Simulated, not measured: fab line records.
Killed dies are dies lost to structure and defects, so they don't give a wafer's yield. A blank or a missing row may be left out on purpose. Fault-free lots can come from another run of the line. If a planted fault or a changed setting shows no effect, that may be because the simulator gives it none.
Problem report in the 8D (eight disciplines) form, filled by code -- flow berkeleyCmos170 -- the parts of the form that need people (team, actions taken, sign-off) are left out

== 1. THE PROBLEM ==
beamEnergyKeV at UCB170_PFIELD_IMPLANT_07 reads a mean of 85.560 on 9 wafers of 3 lots; wafers without a fault read 79.998 with a standard deviation of 0.025. That is +99 or more standard deviations from the usual mean.
Seen first at day 7 06:06 on implanter-01, wafer L158.2. Wafers with a number at this step in the record: 21, from 7 lots. The rule behind "out" and "out of limits": a value lying over 4 standard deviations away from the usual mean. The other wafers with a number count as sound.

== 2. WHAT IT IS, WHAT IT ISN'T ==
question,is,is not
which readings at this step,beamEnergyKeV,-
which lots,"L158, L160, L161","L152, L153, L156, L159"
which wafers of those lots,all that have a number,-
read on which tools,implanter-01,"implanter-02, implanter-03"
when,from day 7 06:06,up to then (9 sound wafers); but 3 sound wafers of L159 came after

== 3. THE SUSPECTS, EACH WITH WHAT RULES IT OUT ==
Counting: a tool at any process step up to the reading remains a suspect when it ran all the lots that are out and ran no sound lot after the first of those.
- implanter-01 at UCB170_PFIELD_IMPLANT_07: kept. It processed each lot that is out, first L158 at day 7 06:06, and no sound lot thereafter; up to then, the last sound lot it processed was L153 at day 6 03:22. Out on those wafers are its own readings of beamEnergyKeV.
The count leaves implanter-01 at UCB170_PFIELD_IMPLANT_07.

== 4. THE CAUSE (what the simulator had put in) ==
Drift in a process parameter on implanter-01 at UCB170_PFIELD_IMPLANT_07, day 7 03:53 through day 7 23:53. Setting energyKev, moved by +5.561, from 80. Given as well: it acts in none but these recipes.
The count eliminated every tool but this one.

== 5. SEQUENCE OF EFFECTS, ordered by route ==
Each row: a reading where the mean over the struck wafers with a number is more than 3 standard deviations away from the usual. Only readings for which the record gives a usual standard deviation are gone through. hours: the time from each lot's start at the first step in this table that gives one to its start at this step, as a median over the lots. sigmas: the change in usual standard deviations.
hours,step,reading,usual,on struck wafers,change,sigmas
0,UCB170_PFIELD_IMPLANT_07,beamEnergyKeV,79.998,85.560,+5.562,+99 or more
Process steps it contains:
- UCB170_PFIELD_IMPLANT_07

== 6. HOW IT WOULD HAVE BEEN CAUGHT EARLIER ==
The fault began at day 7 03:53; the first out-of-limits reading in this record came at day 7 06:06, 2 hours later.
